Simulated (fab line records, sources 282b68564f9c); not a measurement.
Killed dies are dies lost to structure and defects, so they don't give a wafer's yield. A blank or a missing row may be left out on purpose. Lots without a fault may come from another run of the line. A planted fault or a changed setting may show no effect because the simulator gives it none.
Chamber matching | flow rit_cmos | RIT_SPACER_ETCHBACK_05 on rie_diel-04: 4 sister chambers
The step etches Si3N4 in SF6/CHF3, stops on SiO2, target depth 250 nm, time 240 s. 8 wafers are shown with their chamber, then 7 later ones without.

WAFERS WITH THEIR CHAMBER
wafer  | chamber | drypump_motor_current_A (A) | throttle_valve_pct (%)
L496.3 | 3       | 5.1                         | 10.15
L498.5 | 0       | 6.0                         | 10.23
L501.5 | 0       | 6.0                         | 10.24
L505.3 | 1       | 6.2                         | 10.36
L505.4 | 2       | 5.3                         | 10.43
L505.6 | 3       | 5.0                         | 10.14
L512.2 | 2       | 5.3                         | 10.42
L512.4 | 1       | 6.2                         | 10.36

WAFERS WITHOUT THEIR CHAMBER
wafer  | drypump_motor_current_A (A) | throttle_valve_pct (%)
L512.5 | 6.2                         | 10.36
L515.2 | 5.0                         | 10.13
L515.5 | 6.2                         | 10.37
L515.6 | 6.0                         | 10.23
L519.1 | 5.3                         | 10.40
L519.2 | 5.1                         | 10.13
L519.3 | 6.0                         | 10.23

WHICH CHAMBER EACH WENT THROUGH
wafer  | from the rows above | in truth
L512.5 | 1                   | 1
L515.2 | 3                   | 3
L515.5 | 1                   | 1
L515.6 | 0                   | 0
L519.1 | 2                   | 2
L519.2 | 3                   | 3
L519.3 | 0                   | 0
Placed correctly: 7 of 7. Can't be placed from these rows: 0. Placed wrongly: 0.
How it was worked out, from the rows above alone: a wafer's distance from a chamber is the root of the sum, over the readings, of the square of ((its reading less the chamber's mean) divided by the reading's scatter). The wafer belongs to the nearest chamber; if the next one is less than 2 further off, it can't be placed. A chamber's mean is the mean of its shown wafers. The scatter: the root of (the sum of the squares of (reading less its chamber's mean) over the shown wafers, divided by (wafers less chambers)).
